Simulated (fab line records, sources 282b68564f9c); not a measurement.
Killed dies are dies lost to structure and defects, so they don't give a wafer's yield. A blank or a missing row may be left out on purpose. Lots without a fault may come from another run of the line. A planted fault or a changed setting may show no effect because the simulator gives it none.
Split-lot experiment | flow rit_cmos | 5 lots, 27 wafers read, on a route of 202 steps

THE SPLIT
At RIT_M1_SPUTTER_00 (material Al, target thk 400 nm, time 500 s), the setting time_s was moved away from the recipe's 500 s on 9 of the 27 wafers read, by +23.7% to +59.7%. The other wafers ran this setting at the recipe's value.

FROM THE SPLIT TO THE READING: what the file shows between them, 5 steps
- RIT_M1_RS_MEAS_01: measures by four-point-probe
- RIT_M1_THK_MEAS_02: measures by xrf
- RIT_M1_HMDS_03: prime time 60 s
- RIT_M1_COAT_04: resist thk 1300 nm
- RIT_M1_HARDBAKE_11: time 120 s

THE READING
oes_product_au, in a.u., at RIT_M1_METAL_ETCH_12 (etches Al in Cl2/BCl3, stops on SiO2, time 165 s, target depth 600 nm). Fault-free wafers of this fab line usually give 0.778 a.u., standard deviation 0.014 a.u..

wafer  | tool, chamber at the split | time_s as run, s | against the recipe | oes_product_au, a.u. | against lot-mates on the recipe
L075.1 | pvd_sputter-01, -          | 500              | recipe             | 0.784                | -
L075.2 | pvd_sputter-01, -          | 500              | recipe             | 0.787                | -
L075.3 | pvd_sputter-01, -          | 500              | recipe             | 0.772                | -
L075.4 | pvd_sputter-01, -          | 500              | recipe             | 0.774                | -
L075.5 | pvd_sputter-01, -          | 500              | recipe             | 0.785                | -
L075.6 | pvd_sputter-01, -          | 500              | recipe             | 0.779                | -
L078.1 | pvd_sputter-04, -          | 769.3            | +53.9%             | 0.974                | +0.198
L078.2 | pvd_sputter-04, -          | 500              | recipe             | 0.787                | -
L078.3 | pvd_sputter-04, -          | 769.3            | +53.9%             | 0.974                | +0.198
L078.4 | pvd_sputter-04, -          | 769.3            | +53.9%             | 1.006                | +0.230
L078.5 | pvd_sputter-04, -          | 500              | recipe             | 0.772                | -
L078.6 | pvd_sputter-04, -          | 500              | recipe             | 0.769                | -
L080.1 | pvd_sputter-04, -          | 618.3            | +23.7%             | 0.867                | +0.091
L080.2 | pvd_sputter-04, -          | 618.3            | +23.7%             | 0.908                | +0.132
L080.3 | pvd_sputter-04, -          | 500              | recipe             | 0.800                | -
L080.4 | pvd_sputter-04, -          | 500              | recipe             | 0.767                | -
L080.5 | pvd_sputter-04, -          | 500              | recipe             | 0.761                | -
L080.6 | pvd_sputter-04, -          | 618.3            | +23.7%             | 0.911                | +0.135
L082.1 | pvd_sputter-04, -          | 500              | recipe             | 0.800                | -
L082.3 | pvd_sputter-04, -          | 500              | recipe             | 0.793                | -
L082.4 | pvd_sputter-04, -          | 500              | recipe             | 0.774                | -
L083.1 | pvd_sputter-01, -          | 798.5            | +59.7%             | 0.999                | +0.223
L083.2 | pvd_sputter-01, -          | 500              | recipe             | 0.783                | -
L083.3 | pvd_sputter-01, -          | 798.5            | +59.7%             | 1.019                | +0.243
L083.4 | pvd_sputter-01, -          | 798.5            | +59.7%             | 1.046                | +0.270
L083.5 | pvd_sputter-01, -          | 500              | recipe             | 0.757                | -
L083.6 | pvd_sputter-01, -          | 500              | recipe             | 0.788                | -

THE FIT
A straight line over all 27 wafers: oes_product_au changes by +0.00398 a.u. for each +1% of time_s; r = +0.99; the points scatter about the line by 0.017 a.u..
The same after taking each lot's own level away (the mean of its wafers on the recipe; 27 wafers): +0.00405 a.u. for each +1%; r = +0.99; scatter 0.017 a.u..
On that fit, the largest move of time_s shifts the reading by 0.24 a.u..
The lots' own levels span 0.7760 to 0.7890 a.u., that is 0.9 times the standard deviation above.
So the lot-to-lot level changes the slope little: the two slopes agree.
Check: with one of the wafers moved furthest among these (+59.7%) left out of the fit, the line predicts +0.248 a.u. for it against its lot-mates. It came out at +0.223 a.u. against them.

OTHER SPLITS ON THESE WAFERS
These wafers also went through other splits before the reading. Each is held against what the fit with the lots' levels taken away leaves over:
other split on the same wafers | wafers away from the commonest value | r with oes_product_au (lot level and that fit taken away)
RIT_SPACER_CVD_03 time_s       | 12                                   | -0.08

THE WHOLE CHAIN: every reading that the file lists as answering this split, in the file's order
step                 | what it does                                                          | reading                                                                     | change (the file's fit)                   | r (the file's)
RIT_M1_SPUTTER_00    | material Al, target thk 400 nm, time 500 s                            | Al_of_M1_SPUTTER_00.thk_nm (the simulator's own value, which no gauge read) | +4.03 nm for each +1% of the setting      | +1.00
RIT_M1_RS_MEAS_01    | measures by four-point-probe                                          | M1_AL_RS                                                                    | -0.000496 for each +1% of the setting     | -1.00
RIT_M1_THK_MEAS_02   | measures by xrf                                                       | M1_AL_THK                                                                   | +4.01 for each +1% of the setting         | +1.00
RIT_M1_METAL_ETCH_12 | etches Al in Cl2/BCl3, stops on SiO2, time 165 s, target depth 600 nm | oes_product_au                                                              | +0.00409 a.u. for each +1% of the setting | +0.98

THE FILE'S OWN FIT
oes_product_au changes by +0.00409 a.u. for each +1% of time_s, r = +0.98.
